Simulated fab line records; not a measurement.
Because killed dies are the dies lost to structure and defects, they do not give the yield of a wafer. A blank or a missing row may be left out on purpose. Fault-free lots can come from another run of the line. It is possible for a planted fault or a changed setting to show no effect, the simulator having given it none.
fab line records	flow berkeley-cmos170
record: lots: 24	wafers: 72	last-day: 12
route steps=331 shown START@4 PWELL@47 PFIELD@87 CONTACT@222 M3@310
lots with no fault: from the same line, run without faults
start-h: hours from the record's opening day to when the first of the lot's shown wafers began	wait-h: how many hours have passed since the lot's step before this one	" unchanged from the row above	L1.1+2: a row that stands for several wafers	- no value present, or no start provided	* or withheld: withheld	< > ~ a bound
route shown NAME@n: a module of which the file shows steps, and the number in the route of the first	usual: average and standard deviation across the fault-free wafers	same: alike in all rows	chamber/n: place in a boat	sites: readings site by site	_std_site: the values' standard deviation	_edge_site: outer sites' mean less inner sites'	radius-mm: for every site, how far away it sits from the centre of the wafer	mask NAME#n: copy n	behind: the most recent tool/chamber to have shaped the wafer	hold: what put the lot on hold/how long, in hours/how the hold closed	device: which transistor (n, p or np) failed to switch	end of line: tests run on the same wafers once the route is complete	step lacking rows: just its recipe	killed: not the wafer's yield, but the dies lost to structure and defects at the first sort	map: the dies of a wafer, with x for killed, . for not killed, _ for no die there
set.NAME: setting as actually run; set.NAME@STEP: the setting as run at that earlier step	model.NAME: the simulator's own value behind a step, which no gauge read
a sample of lots followed through the steps of the route, with each step as a table and each wafer as a row
services: when a tool's chamber went out of use (start-h, in hours from the record's first day, below 0 if earlier), for how many hours, and the reason
== steps ==
step: UCB170_START_THK_MEAS_03
recipe: reads: SiO2_of_START_OXIDATION_02
usual: START_OXIDE_THK: 19.9/0.42
lot.wafer	tool	chamber	start-h	wait-h	START_OXIDE_THK[nm]
L074.2	film-metro-03	-	19.10	0.0	19.9
L074.5	"	-	"	"	19.6
L074.6	"	-	"	"	19.9
L075.4	film-metro-01	-	19.12	0.0	19.6
L075.5	"	-	"	"	19.4
L075.6	"	-	"	"	19.3
L076.1	film-metro-03	-	30.48	0.0	19.3
L076.4	"	-	"	"	19.5
L076.5	"	-	"	"	19.4
L077.1	film-metro-02	-	30.48	0.0	20.3
L077.4	"	-	"	"	20.2
L077.5	"	-	"	"	20.1
L079.1	film-metro-03	-	43.58	0.0	19.9
L079.2	"	-	"	"	20.4
L079.4	"	-	"	"	20.2
L080.1	film-metro-01	-	43.58	0.0	20.5
L080.3	"	-	"	"	20.6
L080.4	"	-	"	"	20.4
L078.3	film-metro-02	-	43.60	0.0	19.6
L078.4	"	-	"	"	20.2
L078.6	"	-	"	"	20.1
L081.1	film-metro-02	-	52.58	0.0	20.4
L081.3	"	-	"	"	20.7
L081.5	"	-	"	"	20.9
L082.2	film-metro-03	-	57.00	0.0	20.1
L082.4	"	-	"	"	20.1
L082.6	"	-	"	"	19.8
L083.4	film-metro-01	-	57.02	0.0	19.9
L083.5	"	-	"	"	20.0
L083.6	"	-	"	"	20.0
L084.3	film-metro-01	-	65.77	0.0	19.3
L084.4	"	-	"	"	19.7
L084.6	"	-	"	"	19.6
L085.3	film-metro-01	-	70.73	0.0	20.3
L085.5	"	-	"	"	20.1
L085.6	"	-	"	"	19.9
L086.1	film-metro-02	-	75.77	0.0	19.4
L086.5	"	-	"	"	19.8
L086.6	"	-	"	"	19.4
L087.2	film-metro-02	-	79.60	0.0	20.0
L087.3	"	-	"	"	19.6
L087.4	"	-	"	"	19.8
L089.1	film-metro-03	-	88.09	0.0	19.1
L089.3	"	-	"	"	19.0
L089.4	"	-	"	"	19.0
L088.2	film-metro-01	-	88.10	0.0	19.5
L088.4	"	-	"	"	19.8
L088.5	"	-	"	"	19.7
L090.1	film-metro-03	-	94.49	0.0	19.9
L090.5	"	-	"	"	19.7
L090.6	"	-	"	"	20.0
L091.3	film-metro-03	-	101.90	0.0	19.8
L091.4	"	-	"	"	20.2
L091.5	"	-	"	"	20.1
L092.3	film-metro-01	-	101.90	0.0	19.9
L092.4	"	-	"	"	20.0
L092.5	"	-	"	"	20.0
L093.1	film-metro-03	-	110.94	0.0	21.1
L093.4	"	-	"	"	20.7
L093.6	"	-	"	"	21.0
L094.1	film-metro-01	-	116.95	0.0	20.1
L094.4	"	-	"	"	20.1
L094.6	"	-	"	"	20.1
L095.2	film-metro-03	-	116.96	0.0	19.7
L095.3	"	-	"	"	19.8
L095.4	"	-	"	"	19.6
L097.1	film-metro-03	-	127.64	0.0	19.7
L097.2	"	-	"	"	20.2
L097.6	"	-	"	"	19.9
L096.4	film-metro-01	-	127.67	0.0	19.5
L096.5	"	-	"	"	19.7
L096.6	"	-	"	"	19.8
step: UCB170_PWELL_OVL_MEAS_13
usual: PWELL_OVL: -2/5.1
lot.wafer	tool	chamber	start-h	wait-h	PWELL_OVL[nm]
L075.4	overlay-01	-	67.64	-	4
L075.5	"	-	"	"	1
L075.6	"	-	"	"	-2
L074.2	overlay-02	-	67.84	-	-3
L074.5	"	-	"	"	0
L074.6	"	-	"	"	-1
L076.1	overlay-02	-	79.46	-	4
L076.4	"	-	"	"	-10
L076.5	"	-	"	"	0
L077.1	overlay-01	-	79.53	-	-3
L077.4	"	-	"	"	1
L077.5	"	-	"	"	-3
L080.1	overlay-01	-	85.30	-	-9
L080.3	"	-	"	"	-15
L080.4	"	-	"	"	-13
L078.3	overlay-02	-	85.64	-	4
L078.4	"	-	"	"	3
L078.6	"	-	"	"	0
L079.1	overlay-01	-	86.02	-	-3
L079.2	"	-	"	"	-1
L079.4	"	-	"	"	-12
L083.4	overlay-01	-	95.10	-	-7
L083.5	"	-	"	"	-4
L083.6	"	-	"	"	-3
L082.2	overlay-02	-	95.36	-	-2
L082.4	"	-	"	"	-2
L082.6	"	-	"	"	-5
L081.1	overlay-01	-	95.53	-	-5
L081.3	"	-	"	"	-4
L081.5	"	-	"	"	-3
L084.3	overlay-02	-	110.67	-	-8
L084.4	"	-	"	"	-6
L084.6	"	-	"	"	-5
L085.3	overlay-02	-	110.95	-	-4
L085.5	"	-	"	"	0
L085.6	"	-	"	"	3
L086.1	overlay-02	-	120.15	-	-6
L086.5	"	-	"	"	-7
L086.6	"	-	"	"	-10
L087.2	overlay-02	-	120.43	-	2
L087.3	"	-	"	"	2
L087.4	"	-	"	"	-2
L088.2	overlay-01	-	132.23	-	0
L088.4	"	-	"	"	-10
L088.5	"	-	"	"	0
L089.1	overlay-01	-	132.52	-	-1
L089.3	"	-	"	"	-7
L089.4	"	-	"	"	-6
L090.1	overlay-01	-	136.79	-	-1
L090.5	"	-	"	"	0
L090.6	"	-	"	"	-4
L091.3	overlay-02	-	144.29	-	-5
L091.4	"	-	"	"	5
L091.5	"	-	"	"	-5
L092.3	overlay-01	-	144.84	-	-14
L092.4	"	-	"	"	-11
L092.5	"	-	"	"	-11
L093.1	overlay-01	-	158.82	-	1
L093.4	"	-	"	"	2
L093.6	"	-	"	"	0
L094.1	overlay-01	-	158.96	-	-3
L094.4	"	-	"	"	0
L094.6	"	-	"	"	0
L095.2	overlay-01	-	159.10	-	-1
L095.3	"	-	"	"	4
L095.4	"	-	"	"	5
L096.4	overlay-02	-	166.65	-	0
L096.5	"	-	"	"	-2
L096.6	"	-	"	"	2
L097.1	overlay-01	-	166.66	-	10
L097.2	"	-	"	"	6
L097.6	"	-	"	"	7
step: UCB170_PFIELD_STRIP_08
recipe: chemistry: O2	power-w: 400	pressure-mtorr: 3500	platen-temp-c: withheld	o2-flow-sccm: 400	overash-fraction: 0.5
usual: drypump-motor-current-A: 6.09/0.22	oes-product-au: 0.734/0.0046	strip-time-to-endpoint-s: 21.63/0.052
lot.wafer	tool	chamber	start-h	wait-h	drypump-motor-current-A	oes-product-au	rf-hours-counter-h	strip-time-to-endpoint-s
L074.2	plasma-asher-01	1	107.16	0.1	6.07	0.740	36	21.64
L074.5	"	0	"	"	6.16	0.732	-	21.64
L074.6	"	1	"	"	6.14	0.739	-	21.56
L075.4	plasma-asher-04	0	107.17	0.1	6.45	0.741	-	21.61
L075.5	"	1	"	"	6.07	0.739	-	21.57
L075.6	"	0	"	"	6.43	0.731	-	21.69
L076.1	plasma-asher-02	0	115.96	0.1	5.64	0.729	36	21.68
L076.4	"	0	"	"	5.68	0.737	-	21.67
L076.5	"	1	"	"	6.15	0.728	-	21.64
L080.1	plasma-asher-01	0	116.17	0.1	6.14	0.741	37	21.64
L080.3	"	0	"	"	6.15	0.733	-	21.60
L080.4	"	1	"	"	6.09	0.741	-	21.58
L077.1	plasma-asher-02	1	116.23	0.1	6.14	0.730	37	21.63
L077.4	"	1	"	"	6.16	0.734	-	21.65
L077.5	"	0	"	"	5.69	0.733	-	21.54
L079.1	plasma-asher-02	0	116.72	0.1	5.65	0.726	37	21.65
L079.2	"	1	"	"	6.15	0.735	37	21.66
L079.4	"	1	"	"	6.19	0.728	-	21.62
L078.3	plasma-asher-01	0	117.02	0.1	6.13	0.737	-	21.75
L078.4	"	1	"	"	6.12	0.730	-	21.76
L078.6	"	1	"	"	6.10	0.740	-	21.71
L083.4	plasma-asher-04	1	133.64	0.1	6.07	0.728	-	21.54
L083.5	"	1	"	"	6.05	0.740	-	21.53
L083.6	"	0	"	"	6.44	0.726	-	21.61
L082.2	plasma-asher-02	1	134.17	0.1	6.19	0.733	38	21.59
L082.4	"	0	"	"	5.66	0.732	-	21.62
L082.6	"	1	"	"	6.18	0.735	-	21.63
L081.1	plasma-asher-01	1	134.33	0.1	6.08	0.732	39	21.63
L081.3	"	0	"	"	6.17	0.734	-	21.61
L081.5	"	0	"	"	6.16	0.730	-	21.53
L084.3	plasma-asher-02	0	144.96	0.1	5.68	0.738	-	21.59
L084.4	"	1	"	"	6.16	0.731	-	21.57
L084.6	"	1	"	"	6.17	0.731	-	21.63
L085.3	plasma-asher-01	0	145.60	0.1	6.18	0.735	-	21.65
L085.5	"	0	"	"	6.17	0.726	-	21.66
L085.6	"	1	"	"	6.09	0.738	-	21.58
L087.2	plasma-asher-01	0	153.68	0.1	6.15	0.743	41	21.61
L087.3	"	0	"	"	6.15	0.741	-	21.64
L087.4	"	1	"	"	6.03	0.738	-	21.63
L086.1	plasma-asher-01	0	154.07	0.1	6.15	0.736	42	21.72
L086.5	"	1	"	"	6.08	0.724	-	21.69
L086.6	"	0	"	"	6.17	0.738	-	21.63
L088.2	plasma-asher-02	0	171.91	0.1	5.67	0.736	43	21.61
L088.4	"	0	"	"	5.66	0.733	-	21.59
L088.5	"	0	"	"	5.67	0.736	-	21.59
L089.1	plasma-asher-04	1	171.91	0.1	6.09	0.742	6	21.68
L089.3	"	0	"	"	6.44	0.732	-	21.69
L089.4	"	1	"	"	6.07	0.744	-	21.60
L090.1	plasma-asher-04	0	172.46	0.1	6.44	0.730	7	21.74
L090.5	"	1	"	"	6.09	0.730	-	21.66
L090.6	"	0	"	"	6.45	0.738	-	21.69
L091.3	plasma-asher-01	0	182.75	0.1	6.15	0.731	-	21.66
L091.4	"	1	"	"	6.12	0.728	-	21.68
L091.5	"	0	"	"	6.16	0.726	-	21.72
L092.3	plasma-asher-02	1	183.02	0.1	6.15	0.736	-	21.69
L092.4	"	0	"	"	5.65	0.730	-	21.65
L092.5	"	0	"	"	5.64	0.734	-	21.65
L095.2	plasma-asher-04	1	198.76	0.1	6.07	0.729	10	21.65
L095.3	"	1	"	"	6.08	0.731	-	21.65
L095.4	"	0	"	"	6.44	0.737	-	21.74
L094.1	plasma-asher-02	0	199.76	0.1	5.66	0.737	47	21.64
L094.4	"	0	"	"	5.66	0.736	-	21.70
L094.6	"	1	"	"	6.13	0.737	-	21.64
L093.1	plasma-asher-01	0	200.08	0.1	6.17	0.727	47	21.63
L093.4	"	0	"	"	6.15	0.737	-	21.64
L093.6	"	0	"	"	6.15	0.731	-	21.61
L096.4	plasma-asher-04	1	206.01	0.1	6.09	0.730	-	21.59
L096.5	"	1	"	"	6.06	0.731	-	21.61
L096.6	"	0	"	"	6.44	0.735	-	21.61
L097.1	plasma-asher-01	1	206.15	0.1	6.07	0.738	48	21.53
L097.2	"	0	"	"	6.15	0.731	48	21.50
L097.6	"	1	"	"	6.05	0.736	-	21.52
step: UCB170_CONTACT_STRIP_06
recipe: chemistry: O2	power-w: 400	pressure-mtorr: 3500	platen-temp-c: withheld	o2-flow-sccm: 400	overash-fraction: 0.5
usual: drypump-motor-current-A: 6.0/0.33	oes-product-au: 0.734/0.0048	strip-time-to-endpoint-s: 21.95/0.068
lot.wafer	tool	chamber	start-h	wait-h	drypump-motor-current-A	oes-product-au	rf-hours-counter-h	strip-time-to-endpoint-s
L075.4	plasma-asher-02	0	179.01	0.1	5.7	0.730	-	21.91
L075.5	"	0	"	"	5.7	0.727	-	21.99
L075.6	"	1	"	"	6.2	0.731	-	22.01
L074.2	plasma-asher-04	1	179.08	0.1	6.1	0.737	8	21.93
L074.5	"	0	"	"	6.4	0.736	-	21.97
L074.6	"	1	"	"	6.1	0.733	-	22.03
L078.3	plasma-asher-02	1	194.98	0.1	6.1	0.733	-	22.04
L078.4	"	0	"	"	5.7	0.727	-	22.00
L078.6	"	0	"	"	5.7	0.734	-	22.08
L076.1	plasma-asher-04	1	195.04	0.1	6.1	0.737	10	21.96
L076.4	"	0	"	"	6.4	0.733	-	21.96
L076.5	"	1	"	"	6.1	0.733	-	21.95
L079.1	plasma-asher-03	1	195.34	0.1	5.4	0.732	39	21.94
L079.2	"	0	"	"	6.2	0.726	39	21.99
L079.4	"	0	"	"	6.2	0.733	-	21.98
L077.1	plasma-asher-02	1	195.39	0.1	6.1	0.735	47	22.09
L077.4	"	1	"	"	6.2	0.739	-	22.09
L077.5	"	1	"	"	6.1	0.726	-	22.10
L080.1	plasma-asher-04	0	195.49	0.1	6.4	0.738	10	21.91
L080.3	"	1	"	"	6.1	0.729	-	21.92
L080.4	"	0	"	"	6.4	0.733	-	21.85
L081.1	plasma-asher-03	1	215.44	0.1	5.4	0.732	42	21.91
L081.3	"	0	"	"	6.1	0.738	-	21.85
L081.5	"	0	"	"	6.1	0.736	-	21.83
L082.2	plasma-asher-04	1	215.50	0.1	6.1	0.736	13	22.01
L082.4	"	1	"	"	6.1	0.739	-	21.94
L082.6	"	0	"	"	6.4	0.734	-	21.99
L083.4	plasma-asher-02	0	215.57	0.1	5.7	0.724	-	21.91
L083.5	"	0	"	"	5.6	0.736	-	21.96
L083.6	"	1	"	"	6.2	0.725	-	21.91
L085.3	plasma-asher-03	1	217.65	0.1	5.4	0.740	-	21.88
L085.5	"	1	"	"	5.5	0.728	-	21.95
L085.6	"	0	"	"	6.1	0.733	-	21.89
L084.3	plasma-asher-03	0	218.09	0.1	6.2	0.728	-	21.92
L084.4	"	1	"	"	5.4	0.730	-	21.95
L084.6	"	0	"	"	6.2	0.732	-	21.94
L086.1	plasma-asher-04	0	227.18	0.1	6.4	0.736	15	21.92
L086.5	"	0	"	"	6.4	0.730	-	21.98
L086.6	"	1	"	"	6.1	0.734	-	21.96
L087.2	plasma-asher-04	1	227.28	0.1	6.1	0.731	15	21.91
L087.3	"	1	"	"	6.1	0.723	-	21.95
L087.4	"	0	"	"	6.4	0.747	-	21.92
L089.1	plasma-asher-03	1	245.70	0.1	5.4	0.735	44	21.84
L089.3	"	1	"	"	5.4	0.734	-	21.88
L089.4	"	0	"	"	6.2	0.733	-	21.87
L088.2	plasma-asher-04	0	247.48	0.1	6.4	0.733	18	21.94
L088.4	"	1	"	"	6.1	0.734	-	22.01
L088.5	"	1	"	"	6.1	0.728	-	21.99
L090.1	plasma-asher-02	0	247.48	0.1	5.6	0.735	52	22.05
L090.5	"	1	"	"	6.2	0.736	-	22.12
L090.6	"	0	"	"	5.6	0.738	-	22.07
L091.3	plasma-asher-03	1	247.75	0.1	5.5	0.730	-	21.93
L091.4	"	0	"	"	6.2	0.741	-	21.92
L091.5	"	1	"	"	5.5	0.737	-	21.89
L092.3	plasma-asher-04	1	247.97	0.1	6.1	0.728	-	21.95
L092.4	"	0	"	"	6.4	0.734	-	21.90
L092.5	"	0	"	"	6.4	0.737	-	21.95
L093.1	plasma-asher-02	0	271.60	0.1	5.6	0.728	54	21.96
L093.4	"	1	"	"	6.2	0.738	-	21.95
L093.6	"	0	"	"	5.7	0.737	-	22.06
L095.2	plasma-asher-03	0	271.93	0.1	6.1	0.734	47	21.99
L095.3	"	1	"	"	5.4	0.732	-	21.94
L095.4	"	0	"	"	6.1	0.738	-	21.94
L094.1	plasma-asher-02	0	273.39	0.1	5.7	0.738	55	21.97
L094.4	"	1	"	"	6.2	0.734	-	22.00
L094.6	"	0	"	"	5.7	0.737	-	22.06
L097.1	plasma-asher-04	0	281.10	0.1	6.4	0.745	21	21.89
L097.2	"	1	"	"	6.1	0.732	21	21.86
L097.6	"	0	"	"	6.4	0.730	-	21.89
L096.4	plasma-asher-02	1	281.13	0.1	6.2	0.743	-	21.91
L096.5	"	1	"	"	6.2	0.732	-	21.82
L096.6	"	0	"	"	5.7	0.733	-	21.92
step: UCB170_CONTACT_ETCH_17
recipe: chemistry: N2/H2	target-depth-a: withheld	overetch-a: withheld	target: BARC	time-s: withheld	source-w: 500	bias-w: 100	pressure-mtorr: 30	n2-flow-sccm: 100	h2-flow-sccm: 200
usual: drypump-motor-current-A: 5.7/0.35	h2-flow-sccm: 200.1/0.59	oes-product-au: 0.995/0.023	throttle-valve-pct: 13.29/0.16
lot.wafer	tool	chamber	start-h	wait-h	drypump-motor-current-A	h2-flow-sccm	oes-product-au	throttle-valve-pct
L075.4	rie-diel-04	1	181.38	0.0	5.9	199.2	1.004	13.15
L075.5	"	3	"	"	5.3	200.5	0.996	13.35
L075.6	"	0	"	"	5.8	200.7	1.006	13.45
L074.2	rie-diel-02	3	181.83	0.0	5.9	200.0	1.013	13.12
L074.5	"	3	"	"	6.0	199.7	1.006	13.14
L074.6	"	0	"	"	5.0	199.4	0.988	13.56
L078.3	rie-diel-02	2	199.87	0.0	6.2	200.6	0.966	13.41
L078.4	"	1	"	"	5.8	199.9	1.030	13.43
L078.6	"	0	"	"	5.0	200.6	0.980	13.57
L076.1	rie-diel-04	0	200.13	0.0	5.8	199.6	1.011	13.47
L076.4	"	2	"	"	5.4	200.1	1.009	13.43
L076.5	"	1	"	"	5.9	200.4	1.012	13.12
L079.1	rie-diel-02	2	200.49	0.0	6.2	199.1	0.973	13.42
L079.2	"	1	"	"	5.8	199.7	1.019	13.42
L079.4	"	0	"	"	5.0	200.0	0.991	13.56
L077.1	rie-diel-04	0	200.73	0.0	5.8	200.0	1.004	13.46
L077.4	"	2	"	"	5.4	201.5	1.010	13.44
L077.5	"	2	"	"	5.4	200.2	1.008	13.43
L080.1	rie-diel-02	2	201.09	0.0	6.2	198.7	0.973	13.42
L080.3	"	0	"	"	5.0	199.7	0.990	13.58
L080.4	"	3	"	"	6.0	200.3	1.005	13.13
L081.1	rie-diel-02	1	217.32	0.0	5.8	199.3	1.035	13.44
L081.3	"	2	"	"	6.2	200.5	0.973	13.41
L081.5	"	3	"	"	6.0	200.8	1.018	13.13
L082.2	rie-diel-01	2	217.66	0.0	6.0	199.5	0.955	13.17
L082.4	"	0	"	"	5.3	199.9	0.986	13.23
L082.6	"	2	"	"	6.0	199.4	0.935	13.17
L083.4	rie-diel-02	0	217.93	0.0	5.0	199.7	0.992	13.57
L083.5	"	3	"	"	6.0	200.5	1.016	13.13
L083.6	"	2	"	"	6.2	199.5	0.969	13.41
L085.3	rie-diel-04	1	221.00	0.0	5.9	200.0	1.011	13.12
L085.5	"	0	"	"	5.8	200.0	1.014	13.47
L085.6	"	3	"	"	5.3	200.8	1.005	13.34
L084.3	rie-diel-01	1	221.26	0.0	6.1	199.3	1.005	13.01
L084.4	"	0	"	"	5.3	199.5	0.986	13.21
L084.6	"	3	"	"	5.7	199.5	0.980	13.22
L086.1	rie-diel-04	3	230.49	0.0	5.3	199.4	0.996	13.34
L086.5	"	0	"	"	5.8	200.6	1.000	13.45
L086.6	"	1	"	"	5.9	199.8	1.009	13.13
L087.2	rie-diel-01	1	230.64	0.0	6.1	199.8	1.017	12.99
L087.3	"	3	"	"	5.8	200.9	0.967	13.22
L087.4	"	3	"	"	5.7	201.3	0.969	13.22
L089.1	rie-diel-01	2	247.04	0.0	6.0	199.9	0.942	13.17
L089.3	"	3	"	"	5.8	199.3	0.983	13.22
L089.4	"	1	"	"	6.1	200.0	1.008	13.00
L088.2	rie-diel-01	2	248.93	0.0	6.0	199.7	0.944	13.17
L088.4	"	3	"	"	5.8	199.3	0.981	13.22
L088.5	"	2	"	"	6.0	200.2	0.944	13.17
L090.1	rie-diel-02	0	248.98	0.0	5.0	200.0	0.993	13.56
L090.5	"	1	"	"	5.8	199.1	1.017	13.43
L090.6	"	2	"	"	6.2	199.2	0.964	13.41
L091.3	rie-diel-04	0	249.21	0.0	5.8	200.6	1.011	13.45
L091.4	"	3	"	"	5.3	201.1	1.018	13.36
L091.5	"	1	"	"	5.9	199.8	1.021	13.12
L092.3	rie-diel-01	3	249.48	0.0	5.7	200.7	0.969	13.22
L092.4	"	2	"	"	6.0	200.5	0.938	13.17
L092.5	"	3	"	"	5.8	200.1	0.970	13.21
L095.2	rie-diel-04	0	275.39	0.0	5.8	200.9	1.002	13.45
L095.3	"	1	"	"	5.9	200.2	1.008	13.12
L095.4	"	3	"	"	5.3	200.7	1.007	13.37
L093.1	rie-diel-01	1	275.40	0.0	6.1	200.5	1.017	12.99
L093.4	"	3	"	"	5.8	199.9	0.970	13.21
L093.6	"	1	"	"	6.1	200.6	1.002	13.01
L094.1	rie-diel-02	0	275.93	0.0	5.0	199.9	0.991	13.57
L094.4	"	2	"	"	6.2	199.7	0.971	13.41
L094.6	"	2	"	"	6.2	199.9	0.970	13.40
L097.1	rie-diel-04	2	282.72	0.0	5.4	199.6	1.017	13.42
L097.2	"	0	"	"	5.8	199.8	1.015	13.47
L097.6	"	1	"	"	5.9	199.2	1.021	13.12
L096.4	rie-diel-01	3	283.00	0.0	5.8	201.4	0.973	13.23
L096.5	"	1	"	"	6.0	200.0	1.009	13.00
L096.6	"	2	"	"	6.0	200.6	0.950	13.17
step: UCB170_M3_SPUTTER_01
recipe: material: Al	target-thk-nm: 900	time-s: 120	power-w: 6000	chamber-pressure-pa: 0.5
usual: throttle-valve-pct: 30.2/1.2
lot.wafer	tool	chamber	start-h	wait-h	throttle-valve-pct
L075.4	pvd-sputter-04	-	201.96	0.0	29.3
L075.5	"	-	"	"	29.3
L075.6	"	-	"	"	32.6
L074.2	pvd-sputter-01	-	206.85	0.0	29.3
L074.5	"	-	"	"	30.9
L074.6	"	-	"	"	29.8
L078.3	pvd-sputter-01	-	217.51	0.0	28.5
L078.4	"	-	"	"	30.0
L078.6	"	-	"	"	31.1
L076.1	pvd-sputter-03	-	218.24	0.0	31.9
L076.4	"	-	"	"	29.4
L076.5	"	-	"	"	29.5
L079.1	pvd-sputter-01	-	218.51	0.0	28.5
L079.2	"	-	"	"	29.7
L079.4	"	-	"	"	28.9
L077.1	pvd-sputter-01	-	221.89	0.0	29.1
L077.4	"	-	"	"	28.4
L077.5	"	-	"	"	30.7
L080.1	pvd-sputter-03	-	222.25	0.0	32.5
L080.3	"	-	"	"	31.1
L080.4	"	-	"	"	29.5
L081.1	pvd-sputter-01	-	232.78	0.0	29.5
L081.3	"	-	"	"	29.0
L081.5	"	-	"	"	29.7
L082.2	pvd-sputter-03	-	236.21	0.0	29.2
L082.4	"	-	"	"	32.0
L082.6	"	-	"	"	30.8
L084.3	pvd-sputter-01	-	236.51	0.0	29.3
L084.4	"	-	"	"	28.8
L084.6	"	-	"	"	30.9
L085.3	pvd-sputter-04	-	237.02	0.0	31.1
L085.5	"	-	"	"	28.4
L085.6	"	-	"	"	30.8
L083.4	pvd-sputter-03	-	237.80	0.0	30.9
L083.5	"	-	"	"	31.1
L083.6	"	-	"	"	32.0
L086.1	pvd-sputter-03	-	244.02	0.0	30.7
L086.5	"	-	"	"	29.4
L086.6	"	-	"	"	30.7
L087.2	pvd-sputter-01	-	245.82	0.0	29.8
L087.3	"	-	"	"	30.7
L087.4	"	-	"	"	28.6
L089.1	pvd-sputter-03	-	259.07	0.0	29.5
L089.3	"	-	"	"	32.1
L089.4	"	-	"	"	30.9
L088.2	pvd-sputter-03	-	260.68	0.0	29.2
L088.4	"	-	"	"	31.0
L088.5	"	-	"	"	31.0
L090.1	pvd-sputter-04	-	262.31	0.0	30.8
L090.5	"	-	"	"	30.8
L090.6	"	-	"	"	28.2
L091.3	pvd-sputter-01	-	264.26	0.0	28.2
L091.4	"	-	"	"	30.8
L091.5	"	-	"	"	30.8
L092.3	pvd-sputter-03	-	264.54	0.0	29.6
L092.4	"	-	"	"	31.1
L092.5	"	-	"	"	31.2
L095.2	pvd-sputter-04	-	286.64	0.0	28.2
L095.3	"	-	"	"	32.3
L095.4	"	-	"	"	30.8
L093.1	pvd-sputter-03	-	287.97	0.0	29.1
L093.4	"	-	"	"	32.1
L093.6	"	-	"	"	30.9
L094.1	pvd-sputter-01	-	288.58	0.0	30.6
L094.4	"	-	"	"	28.5
L094.6	"	-	"	"	28.4
L097.1	pvd-sputter-04	-	294.37	0.0	28.3
L097.2	"	-	"	"	32.6
L097.6	"	-	"	"	30.8
L096.4	pvd-sputter-03	-	295.47	0.0	29.4
L096.5	"	-	"	"	31.1
L096.6	"	-	"	"	32.1
== services ==
tool	chamber	start-h	hours	kind
rie-diel-01	1	93.75	3.1	repair
plasma-asher-04	-	108.75	9.0	pm
plasma-asher-04	0	108.75	9.0	vent-cycle
plasma-asher-04	1	108.75	9.0	vent-cycle
rie-diel-01	1	115.62	2.8	repair
plasma-asher-04	0	117.75	-	clean
rie-diel-04	3	132.54	7.4	repair
plasma-asher-03	-	133.82	14.6	pm
pvd-sputter-03	-	134.39	22.3	repair
rie-diel-02	3	166.73	2.1	repair
plasma-asher-04	-	170.05	0.8	repair
rie-diel-04	1	185.27	3.7	repair
rie-diel-04	1	194.67	3.4	repair
pvd-sputter-04	-	194.86	3.8	repair
pvd-sputter-03	-	205.29	9.6	repair
pvd-sputter-04	-	209.45	27.0	repair
plasma-asher-02	-	218.59	11.1	repair
plasma-asher-03	-	219.36	12.2	repair
rie-diel-01	2	222.48	21.9	repair
rie-diel-04	-	240.21	0.5	repair
pvd-sputter-01	-	243.06	2.2	repair
rie-diel-04	3	252.77	2.7	repair
rie-diel-04	0	266.99	8.0	repair
rie-diel-01	3	285.06	9.7	repair
== key ==
fault none
